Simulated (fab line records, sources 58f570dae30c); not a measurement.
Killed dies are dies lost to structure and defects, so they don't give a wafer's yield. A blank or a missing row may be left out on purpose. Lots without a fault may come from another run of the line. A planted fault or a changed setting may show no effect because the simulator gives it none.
Which tool did it? | flow berkeley_cmos170 | 13 lots, 39 wafers sampled, at 4 steps of a route of 331

WHAT THE GAUGES READ, wafer by wafer
UCB170_V2_CD_MEAS_90: target cd 700 nm. Usual: cd_nm 699.7 nm, standard deviation 1.5.
lot  | measured     | on        | cd_nm (nm)        | flag
L653 | day 9 13:13  | cd_sem-01 | 698.4 701.4 700.4 |
L654 | day 10 18:25 | cd_sem-01 | 698.9 698.8 699.2 |
L657 | day 10 19:07 | cd_sem-01 | 698.8 699.6 698.3 |
L655 | day 10 18:40 | cd_sem-02 | 698.9 700.7 699.7 |
L658 | day 11 05:21 | cd_sem-01 | 701.4 701.6 698.2 |
L659 | day 11 05:12 | cd_sem-02 | 699.2 698.2 700.7 |
L661 | day 11 23:37 | cd_sem-01 | 699.5 699.7 698.6 |
L660 | day 11 19:58 | cd_sem-02 | 697.4 699.5 700.7 |
L662 | day 11 22:10 | cd_sem-02 | 699.0 697.6 700.0 |
L667 | day 13 15:58 | cd_sem-01 | 702.1 700.5 699.5 |
L668 | day 13 15:41 | cd_sem-02 | 697.2 695.4 697.6 |
L669 | day 14 04:30 | cd_sem-01 | 699.9 698.2 698.6 |
L671 | day 14 11:31 | cd_sem-01 | 702.2 702.6 702.0 |

UCB170_M3_CD_MEAS_90: target cd 700 nm. Usual: cd_nm 700 nm, standard deviation 3.2.
lot  | measured     | on        | cd_nm (nm)  | flag
L653 | day 9 15:55  | cd_sem-02 | 694 699 695 |
L654 | day 10 23:35 | cd_sem-02 | 703 701 701 |
L657 | day 11 00:11 | cd_sem-02 | 706 701 706 |
L655 | day 10 23:52 | cd_sem-01 | 704 699 703 |
L658 | day 11 07:59 | cd_sem-01 | 703 705 698 |
L659 | day 11 07:43 | cd_sem-01 | 706 703 705 |
L661 | day 12 03:37 | cd_sem-02 | 701 702 705 |
L660 | day 11 23:38 | cd_sem-02 | 702 701 704 |
L662 | day 12 03:20 | cd_sem-02 | 702 702 703 |
L667 | day 13 18:41 | cd_sem-02 | 700 699 696 |
L668 | day 13 18:26 | cd_sem-01 | 704 702 703 |
L669 | day 14 07:53 | cd_sem-01 | 699 699 701 |
L671 | day 14 15:05 | cd_sem-01 | 699 701 704 |

WHICH TOOL RAN EACH LOT (tool, then ch and the chambers of the sampled wafers, then the start)
lot  | UCB170_SACOX_CLEAN_00           | UCB170_V2_ETCH_14
L653 | wet_bench-01 ch 0, day 6 16:48  | rie_diel-03 ch 0,2, day 9 12:55
L654 | wet_bench-02 ch 0, day 7 09:22  | rie_diel-01 ch 0,1,3, day 10 18:05
L657 | wet_bench-01 ch 1, day 7 17:13  | rie_diel-01 ch 0,2, day 10 18:50
L655 | wet_bench-01 ch 0, day 7 17:15  | rie_diel-04 ch 0,2,3, day 10 18:21
L658 | wet_bench-01 ch 1, day 8 01:35  | rie_diel-03 ch 0,3, day 11 05:04
L659 | wet_bench-01 ch 1, day 8 01:35  | rie_diel-04 ch 1,2, day 11 04:55
L661 | wet_bench-01 ch 3, day 8 17:10  | rie_diel-03 ch 0,1, day 11 23:17
L660 | wet_bench-02 ch 2, day 8 17:11  | rie_diel-04 ch 1,2,3, day 11 19:41
L662 | wet_bench-02 ch 2, day 8 17:11  | rie_diel-01 ch 0,1,2, day 11 21:52
L667 | wet_bench-01 ch 1, day 10 00:04 | rie_diel-04 ch 0,2,3, day 13 15:40
L668 | wet_bench-01 ch 2, day 10 00:04 | rie_diel-01 ch 0,2,3, day 13 15:24
L669 | wet_bench-01 ch 1, day 10 08:41 | rie_diel-01 ch 0,1,2, day 14 04:11
L671 | wet_bench-03 ch 2, day 10 21:22 | rie_diel-04 ch 2,3, day 14 11:14
- UCB170_SACOX_CLEAN_00: cleans in dHF, time 7.5 s.
- UCB170_V2_ETCH_14: etches SiO2 in CHF3/CF4/Ar, stops on Al, target depth 1250 nm, time 291 s.

WHAT THE TOOLS THEMSELVES READ (means of the sampled wafers that have a number; where no wafer has one, the mark that the record gives instead)
UCB170_V2_ETCH_14. Usual: drypump_motor_current_A 5.7 A, standard deviation 0.37; oes_product_au 0.871 a.u., standard deviation 0.013; throttle_valve_pct 6.89 %, standard deviation 0.095.
lot  | tool        | drypump_motor_current_A (A) | oes_product_au (a.u.) | throttle_valve_pct (%) | flag
L653 | rie_diel-03 | 5.4                         | 0.869                 | 6.86                   |
L654 | rie_diel-01 | 6.0                         | 0.859                 | 6.86                   |
L657 | rie_diel-01 | 5.4                         | 0.882                 | 6.80                   |
L655 | rie_diel-04 | 5.8                         | 0.881                 | 6.92                   |
L658 | rie_diel-03 | 5.4                         | 0.853                 | 6.84                   |
L659 | rie_diel-04 | 5.7                         | 0.886                 | 6.95                   |
L661 | rie_diel-03 | 5.9                         | 0.873                 | 6.95                   |
L660 | rie_diel-04 | 5.6                         | 0.877                 | 6.94                   |
L662 | rie_diel-01 | 5.7                         | 0.870                 | 6.81                   |
L667 | rie_diel-04 | 5.8                         | 0.879                 | 6.92                   |
L668 | rie_diel-01 | 5.6                         | 0.866                 | 6.83                   |
L669 | rie_diel-01 | 5.7                         | 0.865                 | 6.82                   |
L671 | rie_diel-04 | 5.7                         | 0.887                 | 6.97                   |

THE ANSWER, worked out from the rows above alone
Rule: a lot is off if the mean of its wafers that have a number lies more than 3 standard deviations from the usual mean. A lot without any number at a reading at which 4 lots or more have one is off too. The other lots that the step has rows for count as sound. The gauges are gone through in route order, then the tools' own readings, and for those a lot's mean is taken as printed above. The first step at which some lot is off is used, and at that step the reading that is off furthest; a lot without a number counts as furthest.
No lot is off at any reading shown: from this, nothing can be told.

WHAT THE SIMULATOR HAD PUT IN
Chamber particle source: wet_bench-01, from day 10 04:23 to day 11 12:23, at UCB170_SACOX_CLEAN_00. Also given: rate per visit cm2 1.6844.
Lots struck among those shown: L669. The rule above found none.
